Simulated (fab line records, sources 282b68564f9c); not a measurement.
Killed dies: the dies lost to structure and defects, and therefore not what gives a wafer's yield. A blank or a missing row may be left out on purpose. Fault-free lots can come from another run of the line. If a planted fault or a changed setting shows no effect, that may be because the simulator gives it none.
Which tool did it? || flow ritCmos || 21 wafers from 7 lots sampled at 3 of the route's 202 steps

== WHAT THE GAUGES READ, wafer by wafer ==
RIT_GATE_THK_MEAS_09.
{"lot": "L249", "measured": "day 2 16:42", "on": "filmMetro-03", "GATE_POLY_THK (nm)": "258.9 257.9 258.2"}
{"lot": "L251", "measured": "day 3 02:55", "on": "filmMetro-03", "GATE_POLY_THK (nm)": "261.6 261.1 262.3"}
{"lot": "L256", "measured": "day 4 03:11", "on": "filmMetro-04", "GATE_POLY_THK (nm)": "258.7 260.5 260.6"}
{"lot": "L258", "measured": "day 4 13:29", "on": "filmMetro-01", "GATE_POLY_THK (nm)": "256.8 255.8 258.8"}
{"lot": "L260", "measured": "day 4 23:04", "on": "filmMetro-04", "GATE_POLY_THK (nm)": "351.6 351.2 350.2 351.2 351.5 350.4"}
{"lot": "L263", "measured": "day 5 14:43", "on": "filmMetro-04", "GATE_POLY_THK (nm)": "345.9 346.7 347.7 346.0 346.5 347.8"}
{"lot": "L269", "measured": "day 6 20:28", "on": "filmMetro-01", "GATE_POLY_THK (nm)": "256.0 257.2 256.4"}

== TOOL THAT RAN EACH LOT (tool first, then ch and the chambers of the sampled wafers, then the start) ==
{"lot": "L249", "RIT_NWELL_STRIP_09": "plasmaAsher-02 ch 0,1, day 2 02:39", "RIT_GATE_CVD_08": "lpcvd-02 ch 1, day 2 15:05"}
{"lot": "L251", "RIT_NWELL_STRIP_09": "plasmaAsher-02 ch 0,1, day 2 12:57", "RIT_GATE_CVD_08": "lpcvd-01 ch 0, day 3 01:18"}
{"lot": "L256", "RIT_NWELL_STRIP_09": "plasmaAsher-02 ch 0,1, day 3 12:41", "RIT_GATE_CVD_08": "lpcvd-01 ch 1, day 4 01:34"}
{"lot": "L258", "RIT_NWELL_STRIP_09": "plasmaAsher-03 ch 0,1, day 3 22:38", "RIT_GATE_CVD_08": "lpcvd-02 ch 1, day 4 11:52"}
{"lot": "L260", "RIT_NWELL_STRIP_09": "plasmaAsher-03 ch 0,1, day 4 08:36", "RIT_GATE_CVD_08": "lpcvd-02 ch 1, day 4 21:26"}
{"lot": "L263", "RIT_NWELL_STRIP_09": "plasmaAsher-03 ch 0,1, day 5 00:20", "RIT_GATE_CVD_08": "lpcvd-02 ch 1, day 5 13:05"}
{"lot": "L269", "RIT_NWELL_STRIP_09": "plasmaAsher-01 ch 0, day 6 06:24", "RIT_GATE_CVD_08": "lpcvd-01 ch 0, day 6 18:50"}
- RIT_NWELL_STRIP_09: strips in O2, time 180 s.
- RIT_GATE_CVD_08: deposits poly-Si from SiH4, target thk 250 nm, time 2314 s.

== THE ANSWER, worked out from the rows above alone ==
Rule: the usual values come from the lots themselves. Put in order of their means at a reading, lots are off if they are a third of the lots or fewer, leave a main group of 4 or more, and stand apart from it by a gap of 3 or more times the standard deviation of the main group's means; of several such gaps the widest counts. Not used: any main group whose means are identical at the precision the tables above print for the reading. Also off: a lot with no number at a reading for which 4 or more lots have one. All remaining lots with rows at the step are treated as sound.
Off: L260, L263, seen at RIT_GATE_THK_MEAS_09 (GATE_POLY_THK). For the main group the mean is 258.7 nm and the standard deviation 1.9.
A tool fits if, at a process step before that reading, it ran every lot that is off, and no sound lot after the first of them. The gauges at RIT_GATE_THK_MEAS_09 are tried like those tools. Can't be told from this: 3 tools fit, plasmaAsher-03 at RIT_NWELL_STRIP_09, lpcvd-02 at RIT_GATE_CVD_08, filmMetro-04 at RIT_GATE_THK_MEAS_09.

== WHAT HAD BEEN PUT IN BY THE SIMULATOR ==
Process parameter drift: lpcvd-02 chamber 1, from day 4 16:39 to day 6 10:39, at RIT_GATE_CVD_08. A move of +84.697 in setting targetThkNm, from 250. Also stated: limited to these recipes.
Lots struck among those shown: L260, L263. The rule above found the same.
